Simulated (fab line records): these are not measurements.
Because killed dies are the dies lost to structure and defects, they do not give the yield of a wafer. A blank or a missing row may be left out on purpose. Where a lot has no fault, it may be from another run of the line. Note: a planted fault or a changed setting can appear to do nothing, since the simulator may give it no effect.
The tool behind it: which one? ; flow berkeley-cmos170 ; 14 lots with 42 wafers sampled at 6 steps, on a route of 331 steps

== WHAT THE GAUGES SHOWED, per wafer ==
UCB170_NWELL_OVL_MEAS_12.
lot;measured;on;NWELL_OVL (nm)
L161;day 2 05:43;overlay-01;-5 -8 -8
L163;day 2 19:02;overlay-01;10 5 6
L165;day 3 01:55;overlay-02;-1 1 -1
L164;day 3 02:10;overlay-01;4 6 9
L169;day 3 21:34;overlay-01;10 1 3
L173;day 4 14:46;overlay-01;1 -6 -6
L176;day 5 05:08;overlay-01;6 4 -4
L177;day 5 14:47;overlay-01;-7 -5 -8
L178;day 5 23:56;overlay-01;0 0 -2
L179;day 6 00:14;overlay-01;-2 1 0
L180;day 6 10:59;overlay-01;-1 -3 -3
L181;day 6 11:26;overlay-01;-3 6 -2
L182;day 6 18:52;overlay-01;1 -3 4
L184;day 7 03:35;overlay-02;5 5 12

UCB170_ACTIVE_THK_MEAS_06.
lot;measured;on;ACTIVE_NITRIDE_THK (nm)
L161;day 4 04:01;film-metro-04;218.7 218.7 218.3
L163;day 4 14:28;film-metro-02;222.0 221.2 222.3
L165;day 4 21:41;film-metro-03;197.0 195.8 195.8 197.1 195.8 195.9
L164;day 4 21:42;film-metro-04;198.3 196.8 199.1 198.3 197.0 199.1
L169;day 5 15:41;film-metro-03;219.9 220.0 219.6
L173;day 6 11:23;film-metro-03;220.5 222.0 220.6
L176;day 7 05:11;film-metro-02;217.6 216.7 219.9
L177;day 7 18:10;film-metro-03;216.4 216.5 218.6
L178;day 7 18:13;film-metro-02;218.6 218.8 219.2
L179;day 7 18:07;film-metro-03;222.3 222.9 221.9
L180;day 8 18:52;film-metro-03;220.3 220.6 220.9
L181;day 8 18:53;film-metro-02;220.8 219.6 221.5
L182;day 8 18:52;film-metro-04;223.6 223.3 224.0
L184;day 9 12:07;film-metro-04;215.7 215.6 214.2

UCB170_ACTIVE_OVL_MEAS_14.
lot;measured;on;ACTIVE_OVL (nm)
L161;day 4 05:18;overlay-01;8 4 1
L163;day 4 15:57;overlay-01;-1 6 -1
L165;day 5 03:57;overlay-01;-3 3 -3
L164;day 5 03:41;overlay-01;-1 -3 -4
L169;day 5 17:12;overlay-01;-2 0 -5
L173;day 6 13:45;overlay-01;-15 -9 -7
L176;day 7 06:17;overlay-02;-8 2 -5
L177;day 7 19:29;overlay-01;1 2 0
L178;day 7 19:44;overlay-02;2 -5 2
L179;day 7 19:15;overlay-02;-1 0 7
L180;day 8 20:00;overlay-02;-3 -3 -1
L181;day 8 20:16;overlay-01;4 2 -2
L182;day 8 19:53;overlay-01;0 -2 0
L184;day 9 13:34;overlay-02;-1 1 4

UCB170_NVT_TW_MEAS_09.
lot;measured;on;NVT_TW
L161;day 5 16:27;film-metro-03;529 528 532
L163;day 6 04:59;film-metro-01;534 534 534
L165;day 6 10:44;film-metro-01;539 536 539
L164;day 6 11:01;film-metro-01;536 536 532
L169;day 7 00:34;film-metro-01;532 533 536
L173;day 8 00:10;film-metro-02;526 525 523
L176;day 9 00:30;film-metro-02;526 523 526
L177;day 9 16:26;film-metro-02;526 526 530
L178;day 9 16:22;film-metro-02;526 529 525
L179;day 9 16:36;film-metro-02;526 526 527
L180;day 10 08:10;film-metro-03;532 532 531
L181;day 10 08:28;film-metro-03;526 533 531
L182;day 10 07:56;film-metro-02;521 520 522
L184;day 10 22:50;film-metro-01;535 534 534

== TOOL THAT RAN EACH LOT (tool first, then ch and the chambers of the sampled wafers, then the start) ==
lot;UCB170_ACTIVE_CVD_05;UCB170_ACTIVE_ETCH_15
L161;lpcvd-02 ch 1, day 4 02:05;rie-diel-01 ch 1,3, day 4 05:20
L163;lpcvd-01 ch 1, day 4 12:32;rie-diel-02 ch 0,2, day 4 15:58
L165;lpcvd-01 ch 0, day 4 19:47;rie-diel-01 ch 1,2,3, day 5 03:59
L164;lpcvd-01 ch 0, day 4 19:47;rie-diel-04 ch 1,2, day 5 03:43
L169;lpcvd-02 ch 1, day 5 13:47;rie-diel-04 ch 0,2, day 5 17:14
L173;lpcvd-02 ch 1, day 6 09:26;rie-diel-01 ch 0,1,2, day 6 13:46
L176;lpcvd-02 ch 0, day 7 03:16;rie-diel-02 ch 1,2,3, day 7 06:19
L177;lpcvd-02 ch 0, day 7 15:05;rie-diel-04 ch 0,2,3, day 7 19:31
L178;lpcvd-02 ch 0, day 7 15:05;rie-diel-02 ch 0,3, day 7 19:46
L179;lpcvd-02 ch 0, day 7 15:05;rie-diel-01 ch 1,2,3, day 7 19:17
L180;lpcvd-01 ch 1, day 8 16:56;rie-diel-02 ch 0,2,3, day 8 20:02
L181;lpcvd-01 ch 0, day 8 16:56;rie-diel-01 ch 0,1, day 8 20:17
L182;lpcvd-01 ch 0, day 8 16:56;rie-diel-04 ch 0,2,3, day 8 19:55
L184;lpcvd-02 ch 0, day 9 10:12;rie-diel-02 ch 0,1,3, day 9 13:36
- UCB170_ACTIVE_CVD_05: deposits Si3N4 from SiH2Cl2/NH3, target thk 220 nm, time 3300 s.
- UCB170_ACTIVE_ETCH_15: etches Si3N4 in CH3F/Ar/O2, stops on SiO2, target depth 242 nm, time 151 s.

== WHAT THE TOOLS THEMSELVES READ (means of the sampled wafers that have a number; where no wafer has one, the mark that the record gives instead) ==
UCB170_ACTIVE_CVD_05.
lot;tool;spike-tc-load-C (C)
L161;lpcvd-02;827.8
L163;lpcvd-01;827.0
L165;lpcvd-01;824.7
L164;lpcvd-01;823.1
L169;lpcvd-02;827.0
L173;lpcvd-02;827.4
L176;lpcvd-02;824.7
L177;lpcvd-02;825.3
L178;lpcvd-02;826.4
L179;lpcvd-02;825.2
L180;lpcvd-01;826.4
L181;lpcvd-01;824.5
L182;lpcvd-01;824.5
L184;lpcvd-02;825.2

UCB170_ACTIVE_ETCH_15.
lot;tool;CH3F_flow_sccm (sccm);drypump-motor-current-A (A);oes-product-au (a.u.);throttle-valve-pct (%)
L161;rie-diel-01;19.91;5.0;0.946;8.09
L163;rie-diel-02;19.96;5.3;0.937;8.16
L165;rie-diel-01;19.97;5.3;0.891;8.02
L164;rie-diel-04;19.97;5.5;0.871;8.02
L169;rie-diel-04;19.99;6.0;0.943;8.07
L173;rie-diel-01;19.97;5.5;0.945;8.00
L176;rie-diel-02;20.01;5.6;0.926;8.13
L177;rie-diel-04;19.93;6.0;0.944;8.08
L178;rie-diel-02;19.97;5.9;0.928;8.17
L179;rie-diel-01;19.98;5.4;0.958;8.03
L180;rie-diel-02;19.95;5.6;0.927;8.18
L181;rie-diel-01;20.01;5.1;0.944;8.06
L182;rie-diel-04;20.02;6.0;0.956;8.08
L184;rie-diel-02;20.03;5.5;0.909;8.15

== THE ANSWER, worked out from the rows above alone ==
Rule: what is usual is taken from the lots themselves. Put in order of their means at a reading, lots are off if they are a third of the lots or fewer, leave a main group of 4 or more, and stand apart from it by a gap of 3 or more times the standard deviation of the main group's means; of several such gaps the widest counts. A main group whose means are all the same, to the digits that the tables above print for the reading, isn't used. A lot without any number at a reading at which 4 lots or more have one is off too. All remaining lots with rows at the step are treated as sound. After the gauges, taken in route order, come the tools' own readings; for these a lot's mean is taken, as printed above. At the first step where some lot is off, the reading lying furthest off is the one used; lots without a number count as furthest.
Off: L165, L164, seen at UCB170_ACTIVE_THK_MEAS_06 (ACTIVE_NITRIDE_THK). Main group: mean 219.8 nm, sd 2.3.
If a tool, at a process step before that reading, ran all the lots that are off and no sound lot after the first of them, it fits. The gauges at UCB170_ACTIVE_THK_MEAS_06 are tried like those tools. None of those tried fits.

== WHAT WAS PUT IN BY THE SIMULATOR ==
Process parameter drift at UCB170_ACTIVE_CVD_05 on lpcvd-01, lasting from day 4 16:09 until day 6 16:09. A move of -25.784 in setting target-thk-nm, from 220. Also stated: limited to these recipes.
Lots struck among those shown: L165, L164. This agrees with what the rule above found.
